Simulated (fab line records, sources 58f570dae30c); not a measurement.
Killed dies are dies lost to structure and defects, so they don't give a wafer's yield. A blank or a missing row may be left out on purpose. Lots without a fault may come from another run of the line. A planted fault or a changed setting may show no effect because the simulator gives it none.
One fault seen from 2 desks | flow berkeley_cmos170 | each desk has only its own numbers; what lay behind them comes last

THE METROLOGY DESK
What the gauges read, lot by lot, whatever tool the lot ran on: means of the sampled wafers that have a number. A lot is out of limits, marked OUT, if its mean lies more than 4 standard deviations from the usual mean; the brackets give that distance.
Columns: A = NLDD_OVL at UCB170_NLDD_OVL_MEAS_07, usual -1 nm; B = M2_AL_THK at UCB170_M2_THK_MEAS_03, usual 891 nm; C = V2_POLISHED_THK at UCB170_V2_THK_MEAS_04, usual 999.9 nm
lot  | first seen here | A  | B   | C
L981 | day 8 05:32     | 6  | 886 | 998.5
L983 | day 8 05:47     | -5 | 907 | 998.4
L982 | day 8 06:01     | 8  | 865 | 1001.1
L987 | day 8 17:29     | 1  | 903 | 999.9
L985 | day 8 17:50     | -2 | 882 | 1000.6
L984 | day 8 18:05     | 3  | 895 | 1000.6
L988 | day 9 06:29     | 4  | 881 | 999.0
L989 | day 9 17:06     | -5 | 892 | 1000.8
L991 | day 9 18:08     | 0  | 900 | 1000.4
L993 | day 10 07:23    | -5 | 891 | 998.2
L992 | day 10 07:34    | 4  | 883 | 1001.4
L999 | day 11 07:01    | -3 | 887 | 997.7
L100 | day 12 03:49    | -3 | 888 | 999.9
L102 | day 12 17:35    | -3 | 891 | 999.2
This desk's finding: nothing out of limits on any of the 14 lots.

THE TOOL OWNER'S DESK: rie_metal-03
The tool's own readings at UCB170_M2_METAL_ETCH_18 (etches Al in Cl2/BCl3, stops on SiO2, target depth 1170 nm, time 195 s): means of the sampled wafers that have a number, for each lot that ran on this tool. A lot is out of limits, marked OUT, if its mean lies more than 4 standard deviations from the usual mean; the brackets give that distance.
Columns: A = chamber_pressure_mTorr at UCB170_M2_METAL_ETCH_18, usual 11.999 mTorr; B = drypump_motor_current_A at UCB170_M2_METAL_ETCH_18, usual 5.9 A; C = oes_product_au at UCB170_M2_METAL_ETCH_18, usual 0.864 a.u.; D = throttle_valve_pct at UCB170_M2_METAL_ETCH_18, usual 24.47 %
lot  | first seen here | A      | B   | C     | D
L981 | day 9 10:46     | 12.000 | 5.9 | 0.845 | 24.28
L987 | day 9 19:28     | 11.987 | 6.1 | 0.860 | 24.38
L988 | day 10 10:29    | 12.006 | 6.3 | 0.863 | 24.51
L989 | day 10 20:11    | 12.007 | 6.1 | 0.859 | 24.38
L992 | day 11 11:42    | 12.002 | 5.9 | 0.850 | 24.27
This desk's finding: nothing out of limits on any of the 5 lots.

PUT TOGETHER
The metrology desk saw nothing out of limits.
The tool owner's desk saw nothing out of limits.

WHAT THE SIMULATOR HAD PUT IN
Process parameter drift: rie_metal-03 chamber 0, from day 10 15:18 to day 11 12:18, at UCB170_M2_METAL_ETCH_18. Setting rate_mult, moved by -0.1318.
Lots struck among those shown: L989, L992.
